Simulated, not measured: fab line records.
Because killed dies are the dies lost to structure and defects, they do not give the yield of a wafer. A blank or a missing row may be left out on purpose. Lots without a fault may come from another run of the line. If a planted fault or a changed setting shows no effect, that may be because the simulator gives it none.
fab line records ; flow ritCmos
[record] lots = 15; wafers = 45; lastDay = 7
route steps=202 shown GATE@84 PLDD@120 NSD@137 PSD@152 M1@202
lots untouched by any fault: they come from a run of this same line in which no faults occurred
startH: hours from the record's opening day to when the first of the lot's shown wafers began ; waitH: hours since the lot's step before ; " the same as in the row above ; L1.1+2: several wafers, shown together as one row ; - no value present, or no start provided ; * or withheld: withheld ; < > ~ a bound
route shown NAME@n: NAME is a module with steps in the file, n the number in the route of the first one ; usual: mean and standard deviation over wafers with no fault ; same: alike in all rows ; chamber/n: place in a boat ; sites: readings site by site ; _std_site: standard deviation across them ; _edge_site: mean of outer sites minus mean of inner sites ; radiusMm: how far each site lies from the wafer's centre ; mask NAME#n: copy n ; behind: the most recent tool/chamber to have shaped the wafer ; hold: the reason the lot was held/the length of the hold in hours/how it ended ; device: transistor that didn't switch, given as n, p or np ; end of line: tests of these same wafers at the route's end ; a step with no rows: only its recipe ; killed: dies lost to structure and defects at the first sort, not the wafer's yield ; map: per-die view of a wafer (x killed, . not killed, _ where there is no die)
set.NAME: the run value of the setting; set.NAME@STEP: its run value at that earlier step ; model.NAME: the simulator's own value behind a step, which no gauge read
one table for each step of the route and one row for each wafer, over a sample of lots
services: from which hour (startH, from the record's first day; less than 0 if before it) a tool's chamber was out of use, for how many hours, and why
[[steps]]
[step RIT_GATE_CVD_08]
[recipe] material = poly-Si; targetThkNm = 250; tempC = 610; precursor = SiH4; timeS = 2220; pressureMtorr = 300; sih4FlowSccm = 100
[usual] susceptorTempC = 609.94/0.27
lot.wafer;tool;chamber;startH;waitH;susceptorTempC
L779.3;lpcvd-01;1;34.15;0.0;610.06
L779.4;lpcvd-01;1;34.15;0.0;609.94
L779.5;lpcvd-01;1;34.15;0.0;609.97
L781.2;lpcvd-01;0;44.75;0.0;609.95
L781.3;lpcvd-01;0;44.75;0.0;610.24
L781.4;lpcvd-01;0;44.75;0.0;610.09
L782.1;lpcvd-01;1;49.28;0.1;610.04
L782.2;lpcvd-01;1;49.28;0.1;610.18
L782.5;lpcvd-01;1;49.28;0.1;609.66
L783.1;lpcvd-02;1;53.44;0.1;610.19
L783.3;lpcvd-02;1;53.44;0.1;610.34
L783.6;lpcvd-02;1;53.44;0.1;609.87
L784.1;lpcvd-02;1;59.88;0.1;609.81
L784.3;lpcvd-02;1;59.88;0.1;609.80
L784.6;lpcvd-02;1;59.88;0.1;610.03
L787.3;lpcvd-02;1;74.83;0.0;609.83
L787.4;lpcvd-02;1;74.83;0.0;610.05
L787.6;lpcvd-02;1;74.83;0.0;610.06
L788.3;lpcvd-02;1;78.78;0.0;609.94
L788.4;lpcvd-02;1;78.78;0.0;609.96
L788.5;lpcvd-02;1;78.78;0.0;610.08
L789.2;lpcvd-01;0;83.63;0.0;610.22
L789.4;lpcvd-01;0;83.63;0.0;610.10
L789.5;lpcvd-01;0;83.63;0.0;609.60
L790.1;lpcvd-02;1;88.11;0.1;609.66
L790.3;lpcvd-02;1;88.11;0.1;609.89
L790.4;lpcvd-02;1;88.11;0.1;609.76
L791.1;lpcvd-02;1;96.07;0.1;609.19
L791.3;lpcvd-02;1;96.07;0.1;609.86
L791.6;lpcvd-02;1;96.07;0.1;609.45
L792.3;lpcvd-02;0;102.57;0.0;609.99
L792.4;lpcvd-02;0;102.57;0.0;609.77
L792.5;lpcvd-02;0;102.57;0.0;610.08
L795.4;lpcvd-01;1;115.32;0.0;609.76
L795.5;lpcvd-01;1;115.32;0.0;610.06
L795.6;lpcvd-01;1;115.32;0.0;610.10
L797.1;lpcvd-01;0;123.53;0.3;610.39
L797.4;lpcvd-01;0;123.53;0.3;609.64
L797.6;lpcvd-01;0;123.53;0.3;609.98
L800.3;lpcvd-01;1;143.23;0.0;609.72
L800.5;lpcvd-01;1;143.23;0.0;610.01
L800.6;lpcvd-01;1;143.23;0.0;610.37
L801.1;lpcvd-01;0;144.85;0.4;610.06
L801.4;lpcvd-01;0;144.85;0.4;609.83
L801.5;lpcvd-01;0;144.85;0.4;610.04
[step RIT_GATE_THK_MEAS_09]
[recipe] reads = poly-Si_of_GATE_CVD_08
[usual] GATE_POLY_THK = 248.0/2.2
lot.wafer;tool;chamber;startH;waitH;GATE_POLY_THK[nm]
L779.3;filmMetro-04;-;35.79;0.0;247.6
L779.4;filmMetro-04;-;35.79;0.0;246.4
L779.5;filmMetro-04;-;35.79;0.0;249.1
L781.2;filmMetro-04;-;46.38;0.0;250.5
L781.3;filmMetro-04;-;46.38;0.0;251.9
L781.4;filmMetro-04;-;46.38;0.0;251.6
L782.1;filmMetro-04;-;50.89;0.0;247.3
L782.2;filmMetro-04;-;50.89;0.0;244.9
L782.5;filmMetro-04;-;50.89;0.0;248.2
L783.1;filmMetro-02;-;55.05;0.0;249.1
L783.3;filmMetro-02;-;55.05;0.0;248.2
L783.6;filmMetro-02;-;55.05;0.0;247.9
L784.1;filmMetro-03;-;61.49;0.0;248.0
L784.3;filmMetro-03;-;61.49;0.0;244.8
L784.6;filmMetro-03;-;61.49;0.0;244.4
L787.3;filmMetro-04;-;76.47;0.0;251.3
L787.4;filmMetro-04;-;76.47;0.0;250.8
L787.6;filmMetro-04;-;76.47;0.0;252.3
L788.3;filmMetro-02;-;80.42;0.0;244.7
L788.4;filmMetro-02;-;80.42;0.0;247.4
L788.5;filmMetro-02;-;80.42;0.0;246.8
L789.2;filmMetro-04;-;86.06;0.0;249.4
L789.4;filmMetro-04;-;86.06;0.0;250.0
L789.5;filmMetro-04;-;86.06;0.0;250.5
L790.1;filmMetro-04;-;89.73;0.0;187.2
L790.3;filmMetro-04;-;89.73;0.0;190.0
L790.4;filmMetro-04;-;89.73;0.0;185.1
L791.1;filmMetro-04;-;97.68;0.0;185.3
L791.3;filmMetro-04;-;97.68;0.0;187.7
L791.6;filmMetro-04;-;97.68;0.0;184.4
L792.3;filmMetro-02;-;104.21;0.0;184.6
L792.4;filmMetro-02;-;104.21;0.0;184.5
L792.5;filmMetro-02;-;104.21;0.0;183.2
L795.4;filmMetro-02;-;116.97;0.0;252.1
L795.5;filmMetro-02;-;116.97;0.0;247.2
L795.6;filmMetro-02;-;116.97;0.0;250.3
L797.1;filmMetro-02;-;125.15;0.0;247.7
L797.4;filmMetro-02;-;125.15;0.0;246.5
L797.6;filmMetro-02;-;125.15;0.0;245.8
L800.3;filmMetro-02;-;144.87;0.0;247.2
L800.5;filmMetro-02;-;144.87;0.0;247.2
L800.6;filmMetro-02;-;144.87;0.0;245.1
L801.1;filmMetro-03;-;146.46;0.0;244.6
L801.4;filmMetro-03;-;146.46;0.0;245.9
L801.5;filmMetro-03;-;146.46;0.0;245.7
[step RIT_GATE_ETCH_19]
[recipe] chemistry = SF6/CHF3/O2; timeS = 165; SF6_flow_sccm = 30; CHF3_flow_sccm = 30; O2_flow_sccm = 5; target = poly-Si; pressureMtorr = 40; rfW = 160; targetDepthA = 3125; overEtchFrac = 0.25; stopOn = SiO2
[usual] drypumpMotorCurrentA = 5.8/0.55; oesProductAu = 0.846/0.016; throttleValvePct = 10.22/0.15
lot.wafer;tool;chamber;startH;waitH;drypumpMotorCurrentA;oesProductAu;rfHoursCounterH;throttleValvePct
L779.3;rieSi-01;0;37.11;0.1;6.0;0.854;3;10.02
L779.4;rieSi-01;3;37.11;0.1;6.1;0.872;151;10.38
L779.5;rieSi-01;3;37.11;0.1;6.1;0.884;-;10.38
L781.2;rieSi-01;1;47.71;0.1;5.5;0.862;48;10.17
L781.3;rieSi-01;2;47.71;0.1;6.0;0.865;0;10.14
L781.4;rieSi-01;0;47.71;0.1;5.9;0.861;3;10.03
L782.1;rieSi-02;0;52.20;0.1;4.8;0.844;81;10.19
L782.2;rieSi-02;1;52.20;0.1;6.1;0.828;141;10.40
L782.5;rieSi-02;3;52.20;0.1;6.6;0.837;-;10.09
L783.1;rieSi-01;1;56.27;0.1;5.5;0.849;48;10.17
L783.3;rieSi-01;2;56.27;0.1;6.1;0.851;0;10.17
L783.6;rieSi-01;1;56.27;0.1;5.5;0.855;-;10.17
L784.1;rieSi-02;2;62.71;0.1;5.2;0.828;38;10.42
L784.3;rieSi-02;0;62.71;0.1;4.8;0.846;81;10.17
L784.6;rieSi-02;2;62.71;0.1;5.2;0.812;-;10.42
L787.3;rieSi-01;0;77.72;0.1;6.0;0.861;4;10.01
L787.4;rieSi-01;3;77.72;0.1;6.1;0.881;151;10.39
L787.6;rieSi-01;2;77.72;0.1;6.1;0.861;-;10.15
L788.3;rieSi-02;3;81.62;0.1;6.6;0.817;35;10.09
L788.4;rieSi-02;2;81.62;0.1;5.2;0.822;38;10.42
L788.5;rieSi-02;2;81.62;0.1;5.2;0.825;-;10.41
L789.2;rieSi-01;2;87.39;0.1;6.0;0.848;1;10.16
L789.4;rieSi-01;0;87.39;0.1;6.0;0.859;4;10.01
L789.5;rieSi-01;1;87.39;0.1;5.5;0.860;-;10.17
L790.1;rieSi-02;0;90.95;0.1;4.8;0.703;81;10.17
L790.3;rieSi-02;1;90.95;0.1;6.1;0.701;142;10.41
L790.4;rieSi-02;3;90.95;0.1;6.6;0.672;35;10.10
L791.1;rieSi-01;3;98.97;0.1;6.1;0.718;151;10.40
L791.3;rieSi-01;2;98.97;0.1;6.1;0.706;1;10.15
L791.6;rieSi-01;2;98.97;0.1;6.1;0.702;-;10.14
L792.3;rieSi-02;1;105.40;0.1;6.1;0.692;142;10.41
L792.4;rieSi-02;0;105.40;0.1;4.8;0.701;81;10.17
L792.5;rieSi-02;0;105.40;0.1;4.8;0.693;-;10.17
L795.4;rieSi-01;2;118.21;0.1;6.0;0.860;-;10.16
L795.5;rieSi-01;0;118.21;0.1;6.0;0.851;-;10.01
L795.6;rieSi-01;2;118.21;0.1;6.0;0.849;-;10.16
L797.1;rieSi-01;0;126.49;0.1;6.0;0.846;4;10.01
L797.4;rieSi-01;1;126.49;0.1;5.5;0.847;-;10.17
L797.6;rieSi-01;0;126.49;0.1;6.0;0.839;-;9.99
L800.3;rieSi-02;3;146.19;0.1;6.6;0.821;35;10.09
L800.5;rieSi-02;1;146.19;0.1;6.1;0.851;-;10.40
L800.6;rieSi-02;0;146.19;0.1;4.8;0.849;-;10.19
L801.1;rieSi-01;3;147.68;0.1;6.1;0.822;0;10.38
L801.4;rieSi-01;0;147.68;0.1;6.0;0.852;4;10.01
L801.5;rieSi-01;1;147.68;0.1;5.5;0.849;-;10.17
[step RIT_PLDD_OVL_MEAS_06]
[usual] PLDD_OVL = -1.6/1.6
lot.wafer;tool;chamber;startH;waitH;PLDD_OVL[nm]
L779.3;overlay-02;-;43.06;-;1.5
L779.4;overlay-02;-;43.06;-;0.9
L779.5;overlay-02;-;43.06;-;0.5
L781.2;overlay-02;-;53.47;-;-1.2
L781.3;overlay-02;-;53.47;-;-1.1
L781.4;overlay-02;-;53.47;-;0.4
L782.1;overlay-01;-;58.10;-;-0.8
L782.2;overlay-01;-;58.10;-;-0.8
L782.5;overlay-01;-;58.10;-;-1.5
L783.1;overlay-02;-;61.94;-;-1.7
L783.3;overlay-02;-;61.94;-;-2.7
L783.6;overlay-02;-;61.94;-;-3.3
L784.1;overlay-01;-;68.55;-;-1.0
L784.3;overlay-01;-;68.55;-;-2.3
L784.6;overlay-01;-;68.55;-;-2.2
L787.3;overlay-01;-;83.61;-;-3.4
L787.4;overlay-01;-;83.61;-;-4.2
L787.6;overlay-01;-;83.61;-;-3.1
L788.3;overlay-02;-;87.49;-;-2.6
L788.4;overlay-02;-;87.49;-;-1.8
L788.5;overlay-02;-;87.49;-;-2.3
L789.2;overlay-02;-;93.18;-;0.9
L789.4;overlay-02;-;93.18;-;-0.2
L789.5;overlay-02;-;93.18;-;0.1
L790.1;overlay-01;-;97.62;-;-1.1
L790.3;overlay-01;-;97.62;-;-1.1
L790.4;overlay-01;-;97.62;-;0.7
L791.1;overlay-01;-;104.93;-;-2.3
L791.3;overlay-01;-;104.93;-;-3.2
L791.6;overlay-01;-;104.93;-;-2.7
L792.3;overlay-01;-;112.17;-;-1.4
L792.4;overlay-01;-;112.17;-;-3.8
L792.5;overlay-01;-;112.17;-;-2.1
L795.4;overlay-01;-;124.16;-;-3.3
L795.5;overlay-01;-;124.16;-;-2.3
L795.6;overlay-01;-;124.16;-;-3.3
L797.1;overlay-01;-;132.40;-;-0.8
L797.4;overlay-01;-;132.40;-;-2.7
L797.6;overlay-01;-;132.40;-;-1.9
L800.3;overlay-01;-;152.69;-;1.3
L800.5;overlay-01;-;152.69;-;1.1
L800.6;overlay-01;-;152.69;-;2.3
L801.1;overlay-01;-;154.68;-;-5.5
L801.4;overlay-01;-;154.68;-;-4.9
L801.5;overlay-01;-;154.68;-;-5.2
[step RIT_NSD_OVL_MEAS_06]
[usual] NSD_OVL = -1.0/1.3
lot.wafer;tool;chamber;startH;waitH;NSD_OVL[nm]
L779.3;overlay-01;-;47.25;-;1.4
L779.4;overlay-01;-;47.25;-;1.0
L779.5;overlay-01;-;47.25;-;0.0
L781.2;overlay-01;-;57.39;-;-2.6
L781.3;overlay-01;-;57.39;-;-2.4
L781.4;overlay-01;-;57.39;-;-3.1
L782.1;overlay-02;-;62.16;-;-0.9
L782.2;overlay-02;-;62.16;-;-0.3
L782.5;overlay-02;-;62.16;-;0.6
L783.1;overlay-01;-;65.89;-;0.5
L783.3;overlay-01;-;65.89;-;-0.6
L783.6;overlay-01;-;65.89;-;-1.5
L784.1;overlay-01;-;72.72;-;-0.3
L784.3;overlay-01;-;72.72;-;0.4
L784.6;overlay-01;-;72.72;-;0.9
L787.3;overlay-01;-;87.61;-;0.8
L787.4;overlay-01;-;87.61;-;-1.5
L787.6;overlay-01;-;87.61;-;-0.9
L788.3;overlay-01;-;93.19;-;0.2
L788.4;overlay-01;-;93.19;-;-1.9
L788.5;overlay-01;-;93.19;-;-1.8
L789.2;overlay-02;-;98.17;-;1.1
L789.4;overlay-02;-;98.17;-;1.0
L789.5;overlay-02;-;98.17;-;1.4
L790.1;overlay-01;-;101.66;-;-1.8
L790.3;overlay-01;-;101.66;-;-2.4
L790.4;overlay-01;-;101.66;-;-0.7
L791.1;overlay-01;-;108.97;-;0.6
L791.3;overlay-01;-;108.97;-;0.9
L791.6;overlay-01;-;108.97;-;-1.1
L792.3;overlay-02;-;116.08;-;-0.2
L792.4;overlay-02;-;116.08;-;1.6
L792.5;overlay-02;-;116.08;-;1.1
L795.4;overlay-01;-;128.21;-;-0.1
L795.5;overlay-01;-;128.21;-;-0.5
L795.6;overlay-01;-;128.21;-;-1.2
L797.1;overlay-02;-;136.52;-;-0.9
L797.4;overlay-02;-;136.52;-;-3.2
L797.6;overlay-02;-;136.52;-;-0.4
L800.3;overlay-01;-;156.66;-;-3.7
L800.5;overlay-01;-;156.66;-;-3.3
L800.6;overlay-01;-;156.66;-;-2.7
L801.1;overlay-01;-;158.99;-;0.6
L801.4;overlay-01;-;158.99;-;-1.6
L801.5;overlay-01;-;158.99;-;-0.3
[step RIT_PSD_TW_MEAS_10]
[usual] PSD_TW = 3439/28
lot.wafer;tool;chamber;startH;waitH;PSD_TW
L779.3;filmMetro-04;-;49.35;0.1;3493
L779.4;filmMetro-04;-;49.35;0.1;3461
L779.5;filmMetro-04;-;49.35;0.1;3471
L781.2;filmMetro-01;-;59.33;0.1;3386
L781.3;filmMetro-01;-;59.33;0.1;3394
L781.4;filmMetro-01;-;59.33;0.1;3403
L782.1;filmMetro-03;-;64.09;0.1;3432
L782.2;filmMetro-03;-;64.09;0.1;3472
L782.5;filmMetro-03;-;64.09;0.1;3459
L783.1;filmMetro-01;-;67.97;0.1;3389
L783.3;filmMetro-01;-;67.97;0.1;3405
L783.6;filmMetro-01;-;67.97;0.1;3391
L784.1;filmMetro-03;-;74.77;0.1;3485
L784.3;filmMetro-03;-;74.77;0.1;3487
L784.6;filmMetro-03;-;74.77;0.1;3471
L787.3;filmMetro-01;-;89.68;0.1;3413
L787.4;filmMetro-01;-;89.68;0.1;3398
L787.6;filmMetro-01;-;89.68;0.1;3412
L788.3;filmMetro-04;-;95.25;0.1;3427
L788.4;filmMetro-04;-;95.25;0.1;3431
L788.5;filmMetro-04;-;95.25;0.1;3456
L789.2;filmMetro-03;-;100.24;0.1;3486
L789.4;filmMetro-03;-;100.24;0.1;3466
L789.5;filmMetro-03;-;100.24;0.1;3491
L790.1;filmMetro-04;-;103.59;0.1;3428
L790.3;filmMetro-04;-;103.59;0.1;3462
L790.4;filmMetro-04;-;103.59;0.1;3447
L791.1;filmMetro-04;-;111.03;0.1;3437
L791.3;filmMetro-04;-;111.03;0.1;3433
L791.6;filmMetro-04;-;111.03;0.1;3449
L792.3;filmMetro-01;-;118.13;0.1;3433
L792.4;filmMetro-01;-;118.13;0.1;3424
L792.5;filmMetro-01;-;118.13;0.1;3405
L795.4;filmMetro-03;-;130.16;0.1;3451
L795.5;filmMetro-03;-;130.16;0.1;3465
L795.6;filmMetro-03;-;130.16;0.1;3467
L797.1;filmMetro-04;-;138.60;0.1;3449
L797.4;filmMetro-04;-;138.60;0.1;3448
L797.6;filmMetro-04;-;138.60;0.1;3456
L800.3;filmMetro-03;-;158.80;0.1;3459
L800.5;filmMetro-03;-;158.80;0.1;3473
L800.6;filmMetro-03;-;158.80;0.1;3455
L801.1;filmMetro-01;-;161.02;0.1;3408
L801.4;filmMetro-01;-;161.02;0.1;3407
L801.5;filmMetro-01;-;161.02;0.1;3420
[step RIT_M1_PROBE_99]
[usual] killedAtContacts = 0.0/0.16; killedAtFrontEnd = 7/3; killedDies = 7/3; killedOnRim = 1.8/1.3; killedOpen = 3.5/2; killedShort = 3.6/2.1
[same] grossDies = 264; killed_at_M0_to_M3 = 0; killed_at_M4_up = 0; killedAtBackSide = 0; killedAtOther = 0
lot.wafer;tool;chamber;startH;waitH;killedAtContacts;killedAtFrontEnd;killedDies;killedOnRim;killedOpen;killedShort
L787.3;prober-01;-;99.54;0.2;0;8;8;2;3;5
L787.4;prober-01;-;99.59;0.2;0;6;6;0;6;0
L787.6;prober-01;-;99.69;0.2;0;5;5;3;2;3
L788.3;prober-02;-;104.23;0.2;0;2;2;0;1;1
L788.4;prober-02;-;104.28;0.2;0;12;12;2;6;6
L788.5;prober-02;-;104.33;0.2;0;5;5;1;3;2
L789.2;prober-01;-;108.19;0.1;0;5;5;0;3;2
L789.4;prober-01;-;108.29;0.2;0;12;12;3;7;5
L789.5;prober-01;-;108.34;0.2;0;4;4;1;2;2
L790.1;prober-02;-;113.75;0.1;0;13;13;2;4;9
L790.3;prober-02;-;113.85;0.2;0;4;4;2;1;3
L790.4;prober-02;-;113.90;0.2;0;4;4;2;1;3
L791.1;prober-01;-;118.89;0.1;0;4;4;1;3;1
L791.3;prober-01;-;118.99;0.2;0;6;6;3;3;3
L791.6;prober-01;-;119.14;0.2;0;11;11;5;6;5
L792.3;prober-02;-;126.15;0.2;0;11;11;5;5;6
L792.4;prober-02;-;126.20;0.2;0;3;3;1;1;2
L792.5;prober-02;-;126.25;0.2;0;10;10;4;3;7
L795.4;prober-01;-;139.37;0.2;0;3;3;0;3;0
L795.5;prober-01;-;139.42;0.2;0;5;5;3;4;1
L795.6;prober-01;-;139.47;0.2;0;5;5;1;2;3
// killed by level:class
L787.3 GATE:geometricParticle:short=4 FOX1:geometricParticle:open=1 GATE:geometricParticle:open=1 SPACER:geometricParticle:short=1 SPACER:geometricParticle:open=1
L787.4 GATE:geometricParticle:open=2 SILICIDE:geometricParticle:open=2 FOX1:geometricParticle:open=1 SPACER:geometricParticle:open=1
L787.6 GATE:geometricParticle:short=2 SPACER:geometricParticle:open=1 SILICIDE:geometricParticle:open=1 SILICIDE:geometricParticle:short=1
L788.3 GATE:geometricParticle:short=1 GATE:geometricParticle:open=1
L788.4 GATE:geometricParticle:short=3 REOX:geometricParticle:short=3 GATE:geometricParticle:open=2 SILICIDE:geometricParticle:open=2 FOX2:geometricParticle:open=1 SPACER:geometricParticle:open=1
L788.5 SPACER:geometricParticle:open=2 SILICIDE:geometricParticle:short=2 GATE:geometricParticle:open=1
L789.2 GATE:geometricParticle:short=2 GATE:geometricParticle:open=1 REOX:geometricParticle:open=1 SPACER:geometricParticle:open=1
L789.4 GATE:geometricParticle:open=4 GATE:geometricParticle:short=3 FOX1:geometricParticle:short=2 SILICIDE:geometricParticle:open=2 SPACER:geometricParticle:open=1
L789.5 GATE:geometricParticle:open=2 GATE:geometricParticle:short=1 SPACER:geometricParticle:short=1
L790.1 GATE:geometricParticle:short=4 GATE:geometricParticle:open=3 FOX1:geometricParticle:short=1 FOX2:geometricParticle:open=1 FOX2:geometricParticle:short=1 REOX:geometricParticle:short=1 SPACER:geometricParticle:short=1 SILICIDE:geometricParticle:short=1
L790.3 GATE:geometricParticle:short=2 REOX:geometricParticle:open=1 SPACER:geometricParticle:short=1
L790.4 REOX:geometricParticle:short=2 GATE:geometricParticle:short=1 GATE:geometricParticle:open=1
L791.1 SILICIDE:geometricParticle:open=2 FOX2:geometricParticle:open=1 SILICIDE:geometricParticle:short=1
L791.3 GATE:geometricParticle:short=1 GATE:geometricParticle:open=1 SPACER:geometricParticle:short=1 SPACER:geometricParticle:open=1 SILICIDE:geometricParticle:short=1 SILICIDE:geometricParticle:open=1
L791.6 GATE:geometricParticle:open=4 GATE:geometricParticle:short=3 FOX1:geometricParticle:open=2 FOX1:geometricParticle:short=1 FOX2:geometricParticle:short=1
L792.3 GATE:geometricParticle:short=5 FOX1:geometricParticle:open=1 FOX2:geometricParticle:open=1 FOX2:geometricParticle:short=1 GATE:geometricParticle:open=1 REOX:geometricParticle:open=1 SILICIDE:geometricParticle:open=1
L792.4 GATE:geometricParticle:short=1 SILICIDE:geometricParticle:short=1 SILICIDE:geometricParticle:open=1
L792.5 GATE:geometricParticle:short=2 REOX:geometricParticle:short=2 ACTIVE:geometricParticle:short=1 FOX1:geometricParticle:short=1 FOX2:geometricParticle:open=1 GATE:geometricParticle:open=1 SPACER:geometricParticle:open=1 SPACER:geometricParticle:short=1
L795.4 REOX:geometricParticle:open=2 FOX1:geometricParticle:open=1
L795.5 GATE:geometricParticle:open=2 REOX:geometricParticle:short=1 REOX:geometricParticle:open=1 SILICIDE:geometricParticle:open=1
L795.6 FOX1:geometricParticle:open=1 GATE:geometricParticle:open=1 GATE:geometricParticle:short=1 REOX:geometricParticle:short=1 SILICIDE:geometricParticle:short=1
[[services]]
tool;chamber;startH;hours;kind
rieSi-01;-;12.92;0.2;repair
rieSi-01;3;91.95;5.7;repair
rieSi-01;3;106.80;-;clean
rieSi-01;3;106.80;28.7;scheduledDown
rieSi-01;3;106.80;28.7;ventCycle
rieSi-01;1;116.99;3.6;repair
[[key]]
[firstSign] step = RIT_GATE_THK_MEAS_09; reading = GATE_POLY_THK; direction = down; sigmas = 29; usual = 248.0; struck = 185.8
[effect] step = RIT_GATE_ETCH_19; reading = oesProductAu; direction = down; sigmas = 9.1; usual = 0.846; struck = 0.699
metAt RIT_GATE_CVD_08
struckLots L790,L791,L792
testerLeftOut L790,L791,L792
notActingAt RIT_PLDD_OVL_MEAS_06,RIT_NSD_OVL_MEAS_06,RIT_PSD_TW_MEAS_10
onsetBetween 78.78 88.11
[fault] kind = processParameterDrift; tool = lpcvd-02; chamber = -; onsetH = 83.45; steps = RIT_GATE_CVD_08; channel = targetThkNm; offset = -62.04; shape = step; endH = 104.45; actsIn = theseRecipesOnly; stated = 250
// testerLeftOut: of these lots the tester's yield and bins aren't shown, on N5 and GAA mostly nor the transistor test; their killed dies are dies lost to structure and defects alone, not to doping, threshold or leakage, so they don't give the yield
